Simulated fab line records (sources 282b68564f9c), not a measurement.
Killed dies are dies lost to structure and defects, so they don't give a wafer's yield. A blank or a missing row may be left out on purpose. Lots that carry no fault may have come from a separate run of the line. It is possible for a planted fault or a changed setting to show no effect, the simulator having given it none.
Problem report, 8D (eight disciplines) form, completed by code | flow rit-cmos | the parts of the form that need people (team, actions taken, sign-off) are left out

## 1. PROBLEM STATEMENT
Wafers free of any fault read 400 nm (standard deviation 5.2) for CONTACT_TEOS_THK at RIT_CONTACT_THK_MEAS_01, against a mean of 348 nm on 2 wafers of 2 lots. That puts it -10 standard deviations away from the usual mean.
First seen on wafer L340.6, day 7 09:09, on film-metro-04. The record holds 42 wafers of 14 lots with a number at this step. The rule behind "out" and "out of limits": a value lying over 4 standard deviations away from the usual mean. All remaining wafers that have a number are taken as sound.

## 2. WHAT IT IS, AND WHAT IT ISN'T
question                    | is                           | is not
which readings at this step | CONTACT_TEOS_THK             | -
which lots                  | L340, L343                   | L323, L324, L325, L327, L328, L329, L330, L331, L334, L338, L344, L345
which wafers of those lots  | L340.6, L343.4               | L340.1, L340.3, L343.5, L343.6
read on which gauges        | film-metro-01, film-metro-04 | film-metro-03
when                        | from day 7 09:09             | up to then (32 sound wafers); but 8 sound wafers of L343, L344, L345 came after

## 3. SUSPECTS, AND WHAT RULES EACH OUT
Counting: a tool at a process step up to the reading stays a suspect if it ran every lot that is out. Sound lots after the first of them don't rule it out here, since some wafers of a struck lot are sound.
- ruled out: the gauge at RIT_CONTACT_THK_MEAS_01. The wafers that are out were read on 2 gauges (film-metro-01, film-metro-04).
- pecvd-02 at RIT_CONTACT_CVD_00 (deposits SiO2 from TEOS, target thk 400 nm, time 61 s): kept. Ran every lot that is out, first one L340 (day 7 09:06); last sound lot up to then L334 (day 5 20:59). Out on those wafers are its own readings of rf-fwd-power-W.
- In pecvd-02 at RIT_CONTACT_CVD_00, the wafers that are out were processed in chamber 1 and their sound lot-mates in chambers 0, 2.
Remaining after the count: pecvd-02 at RIT_CONTACT_CVD_00.

## 4. THE CAUSE (what the simulator had put in)
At RIT_CONTACT_CVD_00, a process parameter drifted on pecvd-02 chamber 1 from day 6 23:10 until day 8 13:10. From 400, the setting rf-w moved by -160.
This tool alone remained once counting was done.

## 5. THE CHAIN OF EFFECTS, in route order
Each row: a reading where the mean over the struck wafers with a number is more than 3 standard deviations away from the usual. Scope: only readings with a usual standard deviation given in the record; hours: median across lots of the time from each lot's start at the first step in this table that gives one to its start at this step; sigmas: change in usual standard deviations.
hours | step                    | reading          | usual   | on struck wafers | change | sigmas
0     | RIT_CONTACT_CVD_00      | rf-fwd-power-W   | 396.7 W | 238.4            | -158.2 | -99
0     | RIT_CONTACT_THK_MEAS_01 | CONTACT_TEOS_THK | 400 nm  | 348              | -52    | -10
Its process steps:
- RIT_CONTACT_CVD_00: deposits SiO2 from TEOS, target thk 400 nm, time 61 s.

## 6. HOW IT WOULD HAVE BEEN CAUGHT EARLIER
Counted from the fault's start at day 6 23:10, it took 10 hours until the first out-of-limits reading at a measuring or inspecting step in this record, taken at day 7 09:09.
At RIT_CONTACT_CVD_00, the tool's own readings (rf-fwd-power-W) were out on each struck wafer the step has a row for, so an alarm limit on them would have fired on the first such wafer.
Lots out: 2; of these, L343 started RIT_CONTACT_CVD_00 on pecvd-02 after day 7 09:09. Had the tool been put on hold then, it would have been spared.
